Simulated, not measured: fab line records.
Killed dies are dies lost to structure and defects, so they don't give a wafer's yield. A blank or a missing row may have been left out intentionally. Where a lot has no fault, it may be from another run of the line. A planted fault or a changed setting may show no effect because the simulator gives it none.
What tool caused it?    flow berkeley-cmos170    Sampling: 7 lots, 21 wafers, 4 of 331 route steps

== WHAT EACH GAUGE READ, for each wafer ==
UCB170_PLDD_TW_MEAS_11.
lot   measured      on             PLDD_TW
L122  day 6 10:14   film-metro-04  1017 1018 1013
L124  day 6 14:34   film-metro-02  1011 1012 1007
L130  day 8 04:28   film-metro-04  962 963 962
L135  day 9 05:49   film-metro-02  950 948 948
L138  day 10 05:24  film-metro-04  1025 1026 1025
L141  day 10 17:35  film-metro-03  1018 1017 1017
L144  day 11 23:35  film-metro-02  1011 1011 1013

== WHAT TOOL EACH LOT RAN ON (gives the tool, then ch and the chambers of the sampled wafers, and finally the start) ==
lot   UCB170_PVT_STRIP_08                   UCB170_GATE_ETCH_14                 UCB170_PLDD_IMPLANT_09
L122  plasma-asher-02 ch 0,1, day 5 19:26   rie-diel-02 ch 2,3, day 6 08:01     implanter-03 ch 0, day 6 10:01
L124  plasma-asher-03 ch 0,1, day 5 23:57   rie-diel-02 ch 0,2,3, day 6 12:19   implanter-03 ch 0, day 6 14:19
L130  plasma-asher-03 ch 0,1, day 7 07:41   rie-diel-02 ch 1,2,3, day 8 02:25   implanter-01 ch 0, day 8 04:13
L135  plasma-asher-02 ch 0,1, day 8 12:17   rie-diel-02 ch 0,1,2, day 9 03:29   implanter-01 ch 0, day 9 05:36
L138  plasma-asher-02 ch 1, day 9 12:44     rie-diel-04 ch 0,3, day 10 03:17    implanter-03 ch 0, day 10 05:09
L141  plasma-asher-02 ch 0,1, day 9 23:34   rie-diel-03 ch 2,3, day 10 14:03    implanter-02 ch 0, day 10 17:19
L144  plasma-asher-03 ch 0,1, day 11 04:53  rie-diel-04 ch 0,1,2, day 11 21:11  implanter-02 ch 0, day 11 23:22
- UCB170_PVT_STRIP_08: strips in O2.
- UCB170_GATE_ETCH_14: etches BARC in N2/H2.
- UCB170_PLDD_IMPLANT_09

== THE ANSWER, worked out from the rows above alone ==
Rule: what is usual is taken from the lots themselves. The widest of any qualifying gaps counts: lots, ordered by their means at a reading, are off when they make up no more than a third of the lots, leave a main group of 4 or more, and stand apart from it by 3 or more times the standard deviation of that group's means. If all means in a main group match to the digits the tables above print for the reading, that group is not used. Also off: a lot with no number at a reading for which 4 or more lots have one. All remaining lots with rows at the step are treated as sound.
Off: L130, L135, seen at UCB170_PLDD_TW_MEAS_11 (PLDD_TW). Main group: mean 1016, sd 5.4.
If a tool, at a process step before that reading, ran all the lots that are off and no sound lot after the first of them, it fits. The gauges at UCB170_PLDD_TW_MEAS_11 are tried like those tools. Undecided on this evidence; 2 tools fit (rie-diel-02 at UCB170_GATE_ETCH_14, implanter-01 at UCB170_PLDD_IMPLANT_09).

== WHAT THE SIMULATOR HAD PUT IN ==
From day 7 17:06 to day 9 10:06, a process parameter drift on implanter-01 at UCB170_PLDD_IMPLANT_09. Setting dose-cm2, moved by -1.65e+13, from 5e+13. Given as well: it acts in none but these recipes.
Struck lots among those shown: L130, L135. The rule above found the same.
